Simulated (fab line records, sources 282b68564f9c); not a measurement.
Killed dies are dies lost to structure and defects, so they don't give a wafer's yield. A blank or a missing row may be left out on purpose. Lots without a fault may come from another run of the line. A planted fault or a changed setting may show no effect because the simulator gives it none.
fab line records | flow rit_cmos
record lots=6 wafers=18 last_day=7
route steps=202 shown GATE@83 M1@202
lots that met no fault: from a run of the same line without faults
start_h: hours from the record's first day to the start of the lot's first wafer shown | wait_h: hours since the lot's step before | " the same as in the row above | L1.1+2: a row that stands for several wafers | - no value, or no start given | * or withheld: withheld | < > ~ a bound
route shown NAME@n: a module of which the file shows steps, and the number in the route of the first | usual: mean/standard deviation of fault-free wafers | same: alike in all rows | chamber/n: place in a boat | sites: the reading at each site | _std_site: their standard deviation | _edge_site: outer sites' mean less inner sites' | radius_mm: how far each site lies from the wafer's centre | mask NAME#n: copy n | behind: the tool/chamber that last shaped the wafer | hold: why the lot was held/for how many hours/how that ended | device: the transistor (n, p or np) that didn't switch | end of line: the same wafers' tests at the end of the route | a step without rows: its recipe alone | killed: dies lost to structure and defects at the first sort, not the wafer's yield | map: a wafer's dies, x killed, . not, _ none there
set.NAME: the setting as run; set.NAME@STEP: as run at that earlier step | model.NAME: the simulator's own value behind a step, which no gauge read
lots at some steps of the route; a table a step, a row a wafer
services: from which hour (start_h, from the record's first day; less than 0 if before it) a tool's chamber was out of use, for how many hours, and why
## steps
# step RIT_GATE_THK_MEAS_07
# recipe reads=SiO2_of_GATE_OXIDATION_05
# usual GATE_OXIDE_THK=3.02/0.063
# columns lot.wafer tool chamber start_h wait_h GATE_OXIDE_THK[nm]
L594.1 film_metro-01 - 52.30 0.0 3.06
L594.3 " - " " 2.98
L594.6 " - " " 3.08
L602.3 film_metro-04 - 90.01 0.0 3.07
L602.4 " - " " 3.10
L602.6 " - " " 3.12
L608.3 film_metro-01 - 118.35 0.0 2.98
L608.4 " - " " 3.01
L608.5 " - " " 3.04
L610.2 film_metro-04 - 129.79 0.0 3.13
L610.4 " - " " 3.15
L610.6 " - " " 3.11
L611.1 film_metro-01 - 133.43 0.0 2.97
L611.2 " - " " 2.99
L611.4 " - " " 2.99
L613.2 film_metro-01 - 145.89 0.0 2.96
L613.5 " - " " 2.96
L613.6 " - " " 2.98
# step RIT_GATE_CVD_08
# recipe material=poly-Si target_thk_nm=250 temp_c=610 precursor=SiH4 time_s=2220 pressure_mtorr=300 sih4_flow_sccm=100
# step RIT_GATE_THK_MEAS_09
# recipe reads=poly-Si_of_GATE_CVD_08
# usual GATE_POLY_THK=250.9/2.6
# columns lot.wafer tool chamber start_h wait_h GATE_POLY_THK[nm]
L594.1 film_metro-04 - 53.97 0.0 250.1
L594.3 " - " " 250.9
L594.6 " - " " 251.7
L602.3 film_metro-01 - 91.68 0.0 253.2
L602.4 " - " " 255.2
L602.6 " - " " 255.9
L608.3 film_metro-04 - 120.17 0.0 247.5
L608.4 " - " " 247.0
L608.5 " - " " 248.0
L610.2 film_metro-01 - 132.27 0.0 247.0
L610.4 " - " " 248.7
L610.6 " - " " 245.5
L611.1 film_metro-01 - 135.92 0.0 247.9
L611.2 " - " " 249.0
L611.4 " - " " 251.2
L613.2 film_metro-03 - 147.56 0.0 249.7
L613.5 " - " " 250.1
L613.6 " - " " 249.3
# step RIT_GATE_HMDS_10
# recipe prime_time_s=60 prime_temp_c=140
# step RIT_GATE_COAT_11
# recipe resist=NOVOLAK spin_rpm=4250 resist_thk_nm=850
# step RIT_GATE_SOFTBAKE_12
# recipe resist=NOVOLAK temp_c=90 time_s=60
# step RIT_GATE_EXPOSE_13
# recipe mask_id=M6 na=0.6 source_shape=conventional sigma_outer=0.6 target_cd_nm=150 dose_mj=380
# step RIT_GATE_PEB_14
# recipe resist=NOVOLAK temp_c=withheld time_s=withheld
# step RIT_GATE_DEVELOP_15
# recipe resist=NOVOLAK develop_time_s=50 dev_temp_c=23.65
# step RIT_GATE_CD_MEAS_16
# recipe target_cd_nm=150
# usual cd_nm=150.4/2.4
# columns lot.wafer tool chamber start_h wait_h cd_nm
L594.1 cd_sem-02 - 55.05 - 149.8
L594.3 " - " " 151.8
L594.6 " - " " 150.7
L602.3 cd_sem-01 - 92.61 - 149.4
L602.4 " - " " 151.7
L602.6 " - " " 150.5
L608.3 cd_sem-01 - 121.18 - 150.3
L608.4 " - " " 151.7
L608.5 " - " " 152.4
L610.2 cd_sem-02 - 133.19 - 148.9
L610.4 " - " " 143.6
L610.6 " - " " 148.8
L611.1 cd_sem-01 - 136.83 - 151.3
L611.2 " - " " 149.6
L611.4 " - " " 149.3
L613.2 cd_sem-01 - 148.61 - 147.5
L613.5 " - " " 150.1
L613.6 " - " " 148.2
# step RIT_GATE_OVL_MEAS_17
# usual GATE_OVL=0.5/1.4
# columns lot.wafer tool chamber start_h wait_h GATE_OVL[nm]
L594.1 overlay-01 - 55.17 0.1 -2.2
L594.3 " - " " -0.4
L594.6 " - " " 1.2
L602.3 overlay-01 - 92.71 0.1 -1.3
L602.4 " - " " -0.8
L602.6 " - " " -0.6
L608.3 overlay-01 - 121.27 0.1 1.1
L608.4 " - " " 3.5
L608.5 " - " " 3.5
L610.2 overlay-02 - 133.30 0.1 -2.2
L610.4 " - " " -0.2
L610.6 " - " " -3.0
L611.1 overlay-01 - 136.95 0.1 1.0
L611.2 " - " " 0.3
L611.4 " - " " 1.1
L613.2 overlay-02 - 148.71 0.1 1.9
L613.5 " - " " 1.3
L613.6 " - " " 1.7
# step RIT_GATE_HARDBAKE_18
# recipe resist=NOVOLAK temp_c=140 time_s=60
# step RIT_GATE_ETCH_19
# recipe chemistry=SF6/CHF3/O2 time_s=165 SF6_flow_sccm=30 CHF3_flow_sccm=30 O2_flow_sccm=5 target=poly-Si pressure_mtorr=40 rf_w=160 target_depth_a=3125 over_etch_frac=0.25 stop_on=SiO2
# usual chamber_pressure_mTorr=40.01/0.036 drypump_motor_current_A=5.8/0.39 oes_product_au=0.857/0.011 over_etch_frac=0.25/0 throttle_valve_pct=10.24/0.19
# columns lot.wafer tool chamber start_h wait_h chamber_pressure_mTorr drypump_motor_current_A oes_product_au over_etch_frac rf_hours_counter_h throttle_valve_pct model.NOVOLAK_of_GATE_COAT_11.thk_nm
L594.1 rie_si-01 2 55.36 0.1 39.98 5.8 0.839 0.25 3 9.99 670.5
L594.3 " 3 " " 40.00 6.1 0.888 0.25 96 10.49 669.8
L594.6 " 1 " " 40.02 5.6 0.853 0.25 - 10.11 672.5
L602.3 rie_si-02 2 92.88 0.1 40.05 5.5 0.859 0.25 2 10.53 667.4
L602.4 " 3 " " 40.01 6.6 0.861 0.25 147 10.10 665.9
L602.6 " 2 " " 40.03 5.5 0.870 0.25 - 10.53 669.7
L608.3 rie_si-01 2 121.44 0.1 39.97 5.7 0.877 0.1903 4 9.99 672.3
L608.4 " 0 " " 39.99 5.2 0.878 0.1903 24 10.22 673.4
L608.5 " 2 " " 40.01 5.7 0.877 0.1903 - 9.98 673.2
L610.2 rie_si-01 3 133.48 0.1 39.95 6.1 0.898 0.1903 96 10.49 674.7
L610.4 " 1 " " 40.00 5.6 0.882 0.1903 9 10.09 671.9
L610.6 " 3 " " 40.00 6.1 0.899 0.1903 - 10.49 671.7
L611.1 rie_si-02 2 137.14 0.1 40.02 5.4 0.845 0.25 3 10.52 672.5
L611.2 " 1 " " 40.00 5.9 0.849 0.25 147 10.35 673.6
L611.4 " 2 " " 40.00 5.5 0.861 0.25 - 10.53 672.7
L613.2 rie_si-02 0 148.89 0.1 40.01 6.0 0.849 0.25 129 10.09 671.4
L613.5 " 2 " " 39.97 5.4 0.853 0.25 - 10.53 676
L613.6 " 3 " " 40.07 6.6 0.862 0.25 - 10.10 671.6
# step RIT_GATE_STRIP_20
# recipe chemistry=O2 time_s=180 resist=NOVOLAK platen_temp_c=withheld power_w=500 pressure_mtorr=4000 o2_flow_sccm=4000
# usual chamber_pressure_mTorr=4000/3.6 drypump_motor_current_A=5.87/0.27 o2_flow_sccm=3998/12
# columns lot.wafer tool chamber start_h wait_h chamber_pressure_mTorr drypump_motor_current_A o2_flow_sccm rf_hours_counter_h
L594.1 plasma_asher-03 0 55.46 0.1 4001 6.11 3993 41
L594.3 " 1 " " 4003 5.97 3975 -
L594.6 " 1 " " 4000 5.99 4006 -
L602.3 plasma_asher-03 0 93.05 0.1 4001 6.08 4002 -
L602.4 " 1 " " 3998 6.00 4018 -
L602.6 " 0 " " 4003 6.10 3989 -
L608.3 plasma_asher-03 1 121.61 0.1 3996 6.04 3988 -
L608.4 " 0 " " 4000 6.07 4004 -
L608.5 " 1 " " 3998 6.05 3986 -
L610.2 plasma_asher-01 0 133.58 0.1 4001 5.39 4008 47
L610.4 " 1 " " 3996 6.13 4000 -
L610.6 " 1 " " 4005 6.13 3988 -
L611.1 plasma_asher-01 0 137.24 0.1 4003 5.41 4004 47
L611.2 " 1 " " 3999 6.11 4012 47
L611.4 " 0 " " 4001 5.42 3990 -
L613.2 plasma_asher-01 0 149.00 0.1 4000 5.41 4000 48
L613.5 " 1 " " 4001 6.13 4001 -
L613.6 " 0 " " 4000 5.43 4001 -
# step RIT_M1_PROBE_99
# usual killed_at_M0_to_M3=0.0/0.2 killed_at_front_end=6.7/2.9 killed_dies=6.8/2.9 killed_open=3.3/1.7 killed_short=3.4/2.1
# same gross_dies=264 killed_at_M4_up=0 killed_at_back_side=0 killed_at_contacts=0 killed_at_other=0
# columns lot.wafer tool chamber start_h wait_h killed_at_M0_to_M3 killed_at_front_end killed_dies killed_open killed_short model.etest.poly_comb_over_steps.leak_log10_a_um
L594.1 prober-01 - 76.49 0.1 0 8 8 2 6 -12.84
L594.3 prober-01 - 76.59 0.2 1 10 11 7 4 -12.75
L594.6 prober-01 - 76.74 0.2 0 4 4 2 2 -12.77
L602.3 prober-01 - 113.77 0.2 0 6 6 4 2 -11.38
L602.4 prober-01 - 113.82 0.2 0 9 9 3 5 -12.73
L602.6 prober-01 - 113.92 0.2 0 4 4 4 0 -11.35
L608.3 prober-01 - 143.98 0.2 0 10 10 1 9 -12.81
L608.4 prober-01 - 144.03 0.2 0 14 14 9 4 -12.71
L608.5 prober-01 - 144.08 0.2 0 11 11 7 4 -12.9
L610.2 prober-01 - 154.39 0.1 1 6 7 4 2 -12.25
L610.4 prober-01 - 154.49 0.2 0 2 2 2 0 -11.89
L610.6 prober-01 - 154.59 0.2 1 6 7 1 5 -12.42
L611.1 prober-02 - 156.98 0.1 0 8 8 3 5 -12.8
L611.2 prober-02 - 157.03 0.1 0 10 10 7 3 -12.82
L611.4 prober-02 - 157.13 0.2 0 6 6 4 2 -12.71
L613.2 prober-02 - 169.48 0.1 0 5 5 3 2 -12.85
L613.5 prober-02 - 169.63 0.2 0 5 5 4 1 -12.74
L613.6 prober-02 - 169.68 0.2 0 5 5 2 3 -12.75
# killed by level:class
L594.1 GATE:geometric_particle:short=4 FOX2:geometric_particle:open=1 REOX:geometric_particle:short=1 REOX:geometric_particle:open=1 SILICIDE:geometric_particle:short=1
L594.3 GATE:geometric_particle:short=4 GATE:geometric_particle:open=3 FOX1:geometric_particle:open=2 FOX2:geometric_particle:open=1 M1:geometric_particle:open=1
L594.6 GATE:geometric_particle:open=2 GATE:geometric_particle:short=2
L602.3 GATE:geometric_particle:open=2 FOX1:geometric_particle:short=1 GATE:geometric_particle:short=1 REOX:geometric_particle:open=1 SILICIDE:geometric_particle:open=1
L602.4 GATE:geometric_particle:open=2 FOX2:geometric_particle:open=1 FOX2:geometric_particle:short=1 GATE:geometric_particle:short=1 REOX:geometric_particle:short=1 SPACER:geometric_particle:short=1 SILICIDE:geometric_particle:short=1 NRETRO:coat_microbubble_printed=1
L602.6 FOX1:geometric_particle:open=1 FOX2:geometric_particle:open=1 SPACER:geometric_particle:open=1 SILICIDE:geometric_particle:open=1
L608.3 FOX2:geometric_particle:short=4 FOX1:geometric_particle:short=2 GATE:geometric_particle:short=2 REOX:geometric_particle:short=1 SPACER:geometric_particle:open=1
L608.4 GATE:geometric_particle:open=3 FOX2:geometric_particle:open=2 SPACER:geometric_particle:short=2 ACTIVE:geometric_particle:open=1 FOX1:geometric_particle:open=1 FOX1:geometric_particle:short=1 FOX2:geometric_particle:short=1 REOX:geometric_particle:open=1
L608.5 FOX1:geometric_particle:short=2 FOX2:geometric_particle:open=2 GATE:geometric_particle:open=2 SILICIDE:geometric_particle:open=2 FOX1:geometric_particle:open=1 GATE:geometric_particle:short=1 SPACER:geometric_particle:short=1
L610.2 REOX:geometric_particle:open=2 FOX1:geometric_particle:short=1 GATE:geometric_particle:open=1 SPACER:geometric_particle:open=1 SILICIDE:geometric_particle:short=1 M1:coat_microbubble_printed=1
L610.4 GATE:geometric_particle:open=2
L610.6 GATE:geometric_particle:short=4 FOX1:geometric_particle:short=1 GATE:geometric_particle:open=1 M1:coat_microbubble_printed=1
L611.1 REOX:geometric_particle:short=2 SPACER:geometric_particle:short=2 FOX1:geometric_particle:open=1 GATE:geometric_particle:short=1 SPACER:geometric_particle:open=1 SILICIDE:geometric_particle:open=1
L611.2 GATE:geometric_particle:open=3 FOX1:geometric_particle:short=1 FOX1:geometric_particle:open=1 FOX2:geometric_particle:short=1 GATE:geometric_particle:short=1 REOX:geometric_particle:open=1 SPACER:geometric_particle:open=1 SILICIDE:geometric_particle:open=1
L611.4 FOX1:geometric_particle:short=1 FOX2:geometric_particle:open=1 REOX:geometric_particle:open=1 REOX:geometric_particle:short=1 SPACER:geometric_particle:open=1 SILICIDE:geometric_particle:open=1
L613.2 SILICIDE:geometric_particle:open=2 FOX1:geometric_particle:open=1 GATE:geometric_particle:short=1 REOX:geometric_particle:short=1
L613.5 FOX2:geometric_particle:open=2 GATE:geometric_particle:short=1 SPACER:geometric_particle:open=1 SILICIDE:geometric_particle:open=1
L613.6 FOX1:geometric_particle:short=1 GATE:geometric_particle:short=1 SPACER:geometric_particle:short=1 SPACER:geometric_particle:open=1 SILICIDE:geometric_particle:open=1
## services
# columns tool chamber start_h hours kind
rie_si-01 - 34.62 6.6 repair
rie_si-01 0 52.91 15.0 repair
plasma_asher-01 - 74.94 15.6 pm
rie_si-01 - 84.60 14.6 pm
plasma_asher-01 - 106.05 2.8 repair
rie_si-02 3 124.00 - clean
rie_si-02 3 124.00 15.2 scheduled_down
rie_si-02 3 124.00 15.2 vent_cycle
rie_si-01 3 127.84 1.9 repair
rie_si-02 1 139.18 - clean
rie_si-02 1 139.18 14.0 scheduled_down
rie_si-02 1 139.18 14.0 vent_cycle
## key
first_sign step=RIT_GATE_ETCH_19 reading=over_etch_frac direction=down sigmas=99+ usual=0.25 struck=0.1903
effect step=RIT_GATE_ETCH_19 reading=oes_product_au direction=up sigmas=2.6 usual=0.857 struck=0.885
model_effect step=RIT_GATE_ETCH_19 value=NOVOLAK_of_GATE_COAT_11.thk_nm without=668.9 struck=672.9
model_effect step=RIT_M1_PROBE_99 value=etest.poly_comb_over_steps.leak_log10_a_um without=-12.81 struck=-12.5
met_at RIT_GATE_ETCH_19
struck_wafers L608.3,L608.4,L608.5,L610.2,L610.4,L610.6
tester_left_out L608,L610
onset_between 55.36 121.44
fault kind=process_parameter_drift tool=rie_si-01 chamber=- onset_h=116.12 steps=RIT_GATE_ETCH_19 channel=over_etch_frac offset=-0.059697 shape=step end_h=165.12 stated=0.25
# tester_left_out: of these lots the tester's yield and bins aren't shown, on N5 and GAA mostly nor the transistor test; their killed dies are dies lost to structure and defects alone, not to doping, threshold or leakage, so they don't give the yield
